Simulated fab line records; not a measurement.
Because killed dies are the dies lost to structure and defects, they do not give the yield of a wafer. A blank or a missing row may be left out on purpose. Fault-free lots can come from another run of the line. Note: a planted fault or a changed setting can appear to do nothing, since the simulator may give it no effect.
fab line records | flow berkeleyCmos170
record lots=7 wafers=21 lastDay=13
route steps=331 shown NLDD@166 SPACER@171 PSD@175
lots with no fault: from the same line, run without faults
startH: start of the lot's first displayed wafer, in hours after the record's first day | waitH: hours since the lot's step before | " same as the row above | L1.1+2: a row that stands for several wafers | - no value, or no start was given | * or withheld: withheld | < > ~ a bound
route shown NAME@n: names a module that has steps shown in the file, with the first one's number in the route | usual: mean/standard deviation taken from wafers without a fault | same: alike in all rows | chamber/n: place in a boat | sites: the reading at each site | _std_site: standard deviation of those values | _edge_site: mean of outer sites minus mean of inner sites | radiusMm: for every site, how far away it sits from the centre of the wafer | mask NAME#n: copy n | behind: the tool/chamber that last shaped the wafer | hold: the reason the lot was held/the length of the hold in hours/how it ended | device: the n, p or np transistor that did not switch | end of line: at the end of the route, the tests of the same wafers | a step given without rows: its recipe and nothing more | killed: the dies lost at the first sort to structure and to defects; this is not the yield of the wafer | map: a wafer's dies, marking killed ones x, the rest . and places with no die _
set.NAME: the run value of the setting; set.NAME@STEP: its run value at that earlier step | model.NAME: the simulator's own value behind a step, which no gauge read
certain route steps with their lots: each step a table, each wafer a row
services: a tool's chamber out of use, with start hour (startH, from the record's first day; less than 0 if before it), hours out, and reason
## steps
# step UCB170_NLDD_IMPLANT_08
# recipe species=As doseCm2=5e+13 energyKev=30 tiltDeg=7 rotationDeg=0
# step UCB170_NLDD_IMPLANT_09
# recipe species=As doseCm2=4.89e+13 energyKev=30 tiltDeg=7 rotationDeg=180
# step UCB170_NLDD_STRIP_10
# recipe chemistry=O2 powerW=400 pressureMtorr=3500 platenTempC=withheld o2FlowSccm=400 overashFraction=0.5
# usual drypumpMotorCurrentA=5.5/0.51 oesProductAu=0.734/0.0048 stripTimeToEndpointS=21.65/0.057
# columns lot.wafer tool chamber startH waitH drypumpMotorCurrentA oesProductAu rfHoursCounterH stripTimeToEndpointS
L178.1 plasmaAsher-01 1 190.65 0.1 4.8 0.736 43 21.64
L178.2 " 0 " " 5.2 0.729 43 21.67
L178.6 " 0 " " 5.2 0.742 - 21.58
L181.1 plasmaAsher-03 1 194.62 0.1 6.4 0.730 41 21.65
L181.3 " 1 " " 6.4 0.730 - 21.73
L181.5 " 0 " " 5.7 0.733 - 21.70
L184.1 plasmaAsher-01 1 203.87 0.1 4.8 0.742 44 21.76
L184.3 " 1 " " 4.8 0.734 - 21.69
L184.6 " 1 " " 4.8 0.728 - 21.71
L185.1 plasmaAsher-03 0 223.45 0.1 5.7 0.737 44 21.55
L185.2 " 1 " " 6.4 0.729 44 21.53
L185.6 " 0 " " 5.7 0.735 - 21.53
L186.2 plasmaAsher-01 0 223.94 0.1 5.2 0.730 46 21.66
L186.4 " 1 " " 4.8 0.731 - 21.74
L186.6 " 0 " " 5.2 0.737 - 21.66
L189.1 plasmaAsher-01 1 243.35 0.1 4.8 0.729 48 21.65
L189.2 " 0 " " 5.2 0.729 48 21.66
L189.5 " 0 " " 5.2 0.738 - 21.72
L196.1 plasmaAsher-04 0 283.36 0.1 6.0 0.747 18 21.65
L196.2 " 1 " " 5.3 0.740 18 21.56
L196.6 " 1 " " 5.3 0.737 - 21.62
# step UCB170_NLDD_TW_MEAS_11
# usual NLDD_TW=2221/17
# columns lot.wafer tool chamber startH waitH NLDD_TW
L178.1 filmMetro-03 - 190.75 0.1 2203
L178.2 " - " " 2200
L178.6 " - " " 2214
L181.1 filmMetro-04 - 194.72 0.1 2216
L181.3 " - " " 2210
L181.5 " - " " 2205
L184.1 filmMetro-02 - 203.97 0.1 2233
L184.3 " - " " 2235
L184.6 " - " " 2233
L185.1 filmMetro-03 - 223.55 0.1 2194
L185.2 " - " " 2190
L185.6 " - " " 2201
L186.2 filmMetro-02 - 224.05 0.1 2232
L186.4 " - " " 2237
L186.6 " - " " 2235
L189.1 filmMetro-04 - 243.45 0.1 2230
L189.2 " - " " 2226
L189.5 " - " " 2219
L196.1 filmMetro-04 - 283.46 0.1 2214
L196.2 " - " " 2223
L196.6 " - " " 2237
# step UCB170_NLDD_CLEAN_12
# recipe chemistry=SPM tempC=120 timeS=600
# step UCB170_SPACER_CVD_00
# recipe material=SiO2 targetThkNm=376 tempC=390 precursor=TEOS/O2 timeS=47 rfW=550 pressureMtorr=9000
# usual heaterPowerW=275/50 pressureMtorr=8999/19 rfFwdPowerW=544.4/2.1
# columns lot.wafer tool chamber startH waitH heaterPowerW pressureMtorr rfFwdPowerW
L178.1 pecvd-02 0 190.99 0.0 248 9001 545.3
L178.2 " 1 " " 341 9006 542.6
L178.6 " 0 " " 167 8992 544.4
L181.1 pecvd-03 2 195.16 0.0 257 8994 538.6
L181.3 " 0 " " 239 9000 545.6
L181.5 " 0 " " 262 9000 545.0
L184.1 pecvd-01 0 204.28 0.0 298 9002 549.0
L184.3 " 1 " " 295 9022 544.9
L184.6 " 0 " " 300 8966 545.4
L185.1 pecvd-03 1 223.80 0.0 271 9003 543.0
L185.2 " 0 " " 301 8972 547.0
L185.6 " 2 " " 265 9004 540.8
L186.2 pecvd-02 2 224.35 0.0 374 9025 541.9
L186.4 " 0 " " 206 8966 547.9
L186.6 " 1 " " 303 9007 544.2
L189.1 pecvd-02 2 243.68 0.0 351 8982 547.1
L189.2 " 0 " " 196 9005 546.9
L189.5 " 0 " " 210 8993 544.5
L196.1 pecvd-02 0 283.70 0.0 247 8976 545.3
L196.2 " 2 " " 347 9009 546.6
L196.6 " 2 " " 342 9031 546.4
# step UCB170_SPACER_THK_MEAS_01
# recipe reads=SiO2_of_SPACER_CVD_00
# usual SPACER_TEOS_THK=377/5.8
# columns lot.wafer tool chamber startH waitH SPACER_TEOS_THK[nm]
L178.1 filmMetro-04 - 191.03 0.0 372
L178.2 " - " " 370
L178.6 " - " " 378
L181.1 filmMetro-01 - 195.21 0.0 382
L181.3 " - " " 384
L181.5 " - " " 386
L184.1 filmMetro-01 - 204.33 0.0 373
L184.3 " - " " 371
L184.6 " - " " 382
L185.1 filmMetro-01 - 223.84 0.0 373
L185.2 " - " " 377
L185.6 " - " " 382
L186.2 filmMetro-04 - 224.40 0.0 374
L186.4 " - " " 377
L186.6 " - " " 374
L189.1 filmMetro-04 - 243.72 0.0 374
L189.2 " - " " 371
L189.5 " - " " 377
L196.1 filmMetro-04 - 283.74 0.0 368
L196.2 " - " " 376
L196.6 " - " " 379
# step UCB170_SPACER_ANNEAL_02
# recipe tempC=900 timeS=1800 ambient=N2
# step UCB170_SPACER_ETCHBACK_03
# recipe stopOn=Si target=SiO2 chemistry=CHF3/CF4/Ar CHF3_flow_sccm=50 cf4FlowSccm=10 Ar_flow_sccm=120 pressureMtorr=200 rfW=500 targetDepthA=3760 timeS=100
# usual drypumpMotorCurrentA=5.5/0.42 oesProductAu=0.907/0.016 rfFwdPowerW=496.5/1.7 throttleValvePct=6.44/0.15
# columns lot.wafer tool chamber startH waitH drypumpMotorCurrentA oesProductAu rfFwdPowerW rfHoursCounterH throttleValvePct
L178.1 rieDiel-04 0 197.70 0.0 5.8 0.903 494.8 141 6.41
L178.2 " 1 " " 6.2 0.895 497.9 27 6.49
L178.6 " 0 " " 5.8 0.920 497.2 - 6.40
L181.1 rieDiel-03 1 197.77 0.1 5.9 0.906 498.2 47 6.68
L181.3 " 3 " " 5.1 0.912 494.6 126 6.54
L181.5 " 0 " " 5.3 0.944 498.4 - 6.22
L184.1 rieDiel-03 1 209.40 0.0 5.9 0.900 494.7 48 6.69
L184.3 " 2 " " 4.9 0.897 492.6 7 6.31
L184.6 " 3 " " 5.1 0.903 495.3 - 6.55
L185.1 rieDiel-01 0 230.43 0.0 5.5 0.903 497.2 0 6.31
L185.2 " 1 " " 5.7 0.935 497.5 18 6.43
L185.6 " 0 " " 5.5 0.907 498.1 - 6.31
L186.2 rieDiel-03 1 230.43 0.0 5.9 0.892 496.5 49 6.69
L186.4 " 2 " " 4.9 0.906 496.4 9 6.31
L186.6 " 0 " " 5.3 0.913 495.9 - 6.22
L189.1 rieDiel-01 0 250.10 0.0 5.5 0.886 498.8 1 6.32
L189.2 " 1 " " 5.8 0.923 497.4 19 6.45
L189.5 " 0 " " 5.5 0.896 496.7 - 6.30
L196.1 rieDiel-04 0 292.13 0.0 5.8 0.890 495.8 3 6.41
L196.2 " 2 " " 5.7 0.907 493.6 74 6.32
L196.6 " 1 " " 6.2 0.905 496.7 - 6.49
# step UCB170_PSD_HMDS_00
# recipe primeTimeS=60 primeTempC=100
# step UCB170_PSD_COAT_01
# recipe resist=KrF spinRpm=1500 resistThkNm=900
# step UCB170_PSD_SOFTBAKE_02
# recipe resist=KrF tempC=130 timeS=60
# step UCB170_PSD_EXPOSE_03
# recipe maskId=PSELECT_MOD na=0.5 sigmaOuter=0.6 sourceShape=conventional targetCdNm=1200 doseMj=30
# usual exposureDoseMJCm2=29.982/0.025 focusOffsetNm=-0.1/0.52
# columns lot.wafer tool chamber startH waitH mask exposureDoseMJCm2 focusOffsetNm
L178.1 krfScanner-02 0 198.59 0.3 PSELECT_MOD#0 29.993 0.5
L178.2 " 0 " " PSELECT_MOD#0 29.987 -0.5
L178.6 " 0 " " PSELECT_MOD#0 30.012 0.0
L181.1 krfScanner-01 0 198.99 0.2 PSELECT_MOD#0 29.927 -0.5
L181.3 " 0 " " PSELECT_MOD#0 29.964 -0.1
L181.5 " 0 " " PSELECT_MOD#0 29.983 -0.3
L184.1 krfScanner-01 - 210.50 0.3 PSELECT_MOD#0 - -
L184.3 " - " " PSELECT_MOD#0 - -
L184.6 " - " " PSELECT_MOD#0 - -
L185.1 krfScanner-01 - 230.99 0.1 PSELECT_MOD#0 - -
L185.2 " - " " PSELECT_MOD#0 - -
L185.6 " - " " PSELECT_MOD#0 - -
L186.2 krfScanner-02 - 231.25 0.3 PSELECT_MOD#0 - -
L186.4 " - " " PSELECT_MOD#0 - -
L186.6 " - " " PSELECT_MOD#0 - -
L189.1 krfScanner-01 0 250.62 0.1 PSELECT_MOD#0 29.965 0.1
L189.2 " 0 " " PSELECT_MOD#0 29.949 0.8
L189.5 " 0 " " PSELECT_MOD#0 29.924 -0.4
L196.1 krfScanner-01 0 292.90 0.4 PSELECT_MOD#0 30.015 0.6
L196.2 " 0 " " PSELECT_MOD#0 29.987 -0.6
L196.6 " 0 " " PSELECT_MOD#0 29.995 -0.3
# step UCB170_PSD_PEB_04
# recipe pebTempC=130 pebTimeS=withheld resist=KrF
## services
# columns tool chamber startH hours kind
rieDiel-01 1 176.42 29.1 repair
krfScanner-01 - 178.11 1.0 pm
plasmaAsher-03 - 178.34 4.8 repair
rieDiel-04 3 178.35 5.9 repair
rieDiel-04 2 178.94 10.1 repair
rieDiel-03 2 186.21 21.3 repair
plasmaAsher-03 - 205.17 0.7 repair
rieDiel-04 1 205.23 3.7 repair
krfScanner-02 - 205.45 1.0 pm
pecvd-01 - 211.23 1.2 repair
pecvd-02 1 214.00 4.8 repair
rieDiel-01 1 215.62 7.8 repair
krfScanner-02 - 216.47 1.1 repair
krfScanner-02 - 221.58 0.2 repair
pecvd-02 - 228.03 4.2 repair
pecvd-03 - 232.99 0.5 repair
rieDiel-04 0 235.45 5.3 repair
krfScanner-02 - 246.82 0.8 pm
plasmaAsher-03 - 250.54 4.3 repair
krfScanner-01 - 251.55 1.0 repair
krfScanner-01 - 252.71 0.8 pm
plasmaAsher-03 - 258.00 1.0 repair
plasmaAsher-03 - 280.29 16.9 pm
rieDiel-03 2 281.07 17.1 repair
## key
firstSign step=UCB170_PSD_EXPOSE_03 reading=toolRecord direction=missing
effect none on later readings
metAt UCB170_PSD_EXPOSE_03
struckWafers L184.1,L184.3,L184.6,L185.1,L185.2,L185.6,L186.2,L186.4,L186.6
sortLeftOut L184.1,L184.3,L184.6,L185.1,L185.2,L185.6,L186.2,L186.4,L186.6
testerLeftOut L184,L185,L186
onsetBetween 198.99 210.50
fault kind=skippedStepWhole tool=krfScanner-01,krfScanner-02 chamber=- onsetH=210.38 steps=UCB170_PSD_EXPOSE_03 scope=struckLotsOnly
# testerLeftOut: of these lots the tester's yield and bins aren't shown, on N5 and GAA mostly nor the transistor test; their killed dies are dies lost to structure and defects alone, not to doping, threshold or leakage, so they don't give the yield
# sortLeftOut: the simulated sort isn't trusted on such a fault, so these wafers' sort isn't shown, and their yield isn't known
